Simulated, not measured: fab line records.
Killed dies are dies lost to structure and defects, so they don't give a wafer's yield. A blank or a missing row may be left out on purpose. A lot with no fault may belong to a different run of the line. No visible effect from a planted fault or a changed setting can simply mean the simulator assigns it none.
The same fault as seen by 2 desks | flow berkeley_cmos170 | only its own numbers are on each desk; what lay behind them is given at the end

== DESK OF THE TOOL OWNER: implanter-02 ==
The tool's own readings at UCB170_PLDD_IMPLANT_09: means of the sampled wafers that have a number, for each lot that ran on this tool. The brackets show how far a lot's mean lies from the usual mean; more than 4 standard deviations puts the lot out of limits, marked OUT.
Columns: A = beam_energy_keV at UCB170_PLDD_IMPLANT_09, usual 10.001
lot  | first seen here | A
L184 | day 8 07:34     | 10.000
L197 | day 10 12:42    | 10.525 (+99 or more) OUT
L199 | day 11 07:55    | 10.519 (+99 or more) OUT
This desk finds L197, L199 out of limits, L197 being first, at day 10 12:42 (beam_energy_keV at UCB170_PLDD_IMPLANT_09). L184 stayed within limits.

== METROLOGY DESK ==
Means of the sampled wafers that have a number, per lot and without regard to the tool the lot ran on: this is what the gauges read. The brackets show how far a lot's mean lies from the usual mean; more than 4 standard deviations puts the lot out of limits, marked OUT.
Columns: A = cd_nm at UCB170_GATE_CD_MEAS_90, usual 349.8 nm; B = cd_nm at UCB170_PLDD_CD_MEAS_06, usual 1199.8 nm; C = PLDD_OVL at UCB170_PLDD_OVL_MEAS_07, usual 2 nm
lot  | first seen here | A     | B      | C
L184 | day 8 05:37     | 351.5 | 1199.2 | 5
L190 | day 9 23:52     | 350.7 | 1197.8 | 5
L197 | day 10 09:44    | 351.1 | 1199.7 | 6
L198 | day 11 04:33    | 350.2 | 1199.6 | 1
L199 | day 11 04:45    | 349.0 | 1198.8 | -1
L201 | day 11 05:28    | 350.7 | 1200.3 | -4
This desk's verdict: no lot among the 6 shows anything out of limits.

== BROUGHT TOGETHER ==
At day 10 12:42, on L197, L199, the tool owner's desk was in a position to raise an alarm.
At the metrology desk, nothing out of limits was observed.
The metrology desk has L197, L199 on record, within its limits.
Of the lots named, all ran UCB170_PLDD_IMPLANT_09 on implanter-02.

== WHAT THE SIMULATOR HAD PUT IN ==
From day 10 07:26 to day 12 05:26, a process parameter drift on implanter-02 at UCB170_PLDD_IMPLANT_09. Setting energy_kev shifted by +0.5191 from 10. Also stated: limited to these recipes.
Lots struck among those shown: L197, L199.
How many hours passed from the start of the fault until each desk's first out-of-limits reading: the tool owner's desk, 5.
